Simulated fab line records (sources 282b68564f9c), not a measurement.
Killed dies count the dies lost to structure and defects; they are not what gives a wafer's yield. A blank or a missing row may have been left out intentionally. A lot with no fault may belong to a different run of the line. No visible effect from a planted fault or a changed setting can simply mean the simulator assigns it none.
Matching of chambers | flow ritCmos | RIT_GATE_ETCH_19 on rieSi-01: 4 sister chambers
The step etches poly-Si in SF6/CHF3/O2, stops on SiO2, time 165 s, target depth 312.5 nm. 18 wafers are shown with their chamber, then 8 later ones without.

WAFERS WITH THEIR CHAMBER
wafer  | chamber | drypumpMotorCurrentA (A) | throttleValvePct (%) | oesProductAu (a.u.)
L851.1 | 2       | 5.1                      | 10.25                | 0.884
L851.5 | 0       | 5.5                      | 10.40                | 0.849
L851.6 | 1       | 5.2                      | 10.05                | 0.868
L853.2 | 3       | 4.9                      | 10.08                | 0.892
L853.4 | 0       | 5.5                      | 10.42                | 0.861
L853.6 | 2       | 5.1                      | 10.26                | 0.899
L857.2 | 1       | 5.3                      | 10.04                | 0.860
L857.3 | 2       | 5.1                      | 10.25                | 0.886
L857.5 | 0       | 5.5                      | 10.40                | 0.847
L863.1 | 2       | 5.1                      | 10.26                | 0.888
L863.2 | 1       | 5.2                      | 10.05                | 0.868
L863.6 | 3       | 4.9                      | 10.07                | 0.888
L864.3 | 0       | 5.5                      | 10.40                | 0.855
L864.5 | 3       | 4.9                      | 10.09                | 0.899
L864.6 | 2       | 5.1                      | 10.26                | 0.899
L868.2 | 2       | 5.1                      | 10.24                | 0.887
L868.3 | 1       | 5.2                      | 10.04                | 0.854
L868.6 | 3       | 4.9                      | 10.09                | 0.882

SIGNATURES (means of the wafers above)
reading              | chamber 0 | chamber 1 | chamber 2 | chamber 3 | scatter within a chamber
drypumpMotorCurrentA | 5.500     | 5.225     | 5.100     | 4.900     | 0.0231
throttleValvePct     | 10.4050   | 10.0450   | 10.2533   | 10.0825   | 0.00849
oesProductAu         | 0.85300   | 0.86250   | 0.89050   | 0.89025   | 0.00675
Rule: a wafer lies at a distance from a chamber equal to the root of the sum of squares, over the readings, of (its reading less the chamber's mean, divided by the reading's scatter). The wafer belongs to the nearest chamber; if the next one is less than 2 further off, it can't be placed. The scatter: the root of (the sum of the squares of (reading less its chamber's mean) over the shown wafers, divided by (wafers less chambers)).

WAFERS WITHOUT THEIR CHAMBER
wafer  | drypumpMotorCurrentA (A) | throttleValvePct (%) | oesProductAu (a.u.)
L869.2 | 5.4                      | 10.41                | 0.865
L869.4 | 4.9                      | 10.09                | 0.902
L869.6 | 5.2                      | 10.05                | 0.876
L871.2 | 5.2                      | 10.05                | 0.861
L871.4 | 4.9                      | 10.08                | 0.884
L873.3 | 4.9                      | 10.07                | 0.882
L873.4 | 4.9                      | 10.08                | 0.897
L873.5 | 5.4                      | 10.40                | 0.859

EACH ONE'S CHAMBER
wafer  | from the rows above | in truth
L869.2 | 0                   | 0
L869.4 | 3                   | 3
L869.6 | 1                   | 1
L871.2 | 1                   | 1
L871.4 | 3                   | 3
L873.3 | 3                   | 3
L873.4 | 3                   | 3
L873.5 | 0                   | 0
Correctly placed: 8 of 8. Not placeable from these rows: 0. Wrongly placed: 0.
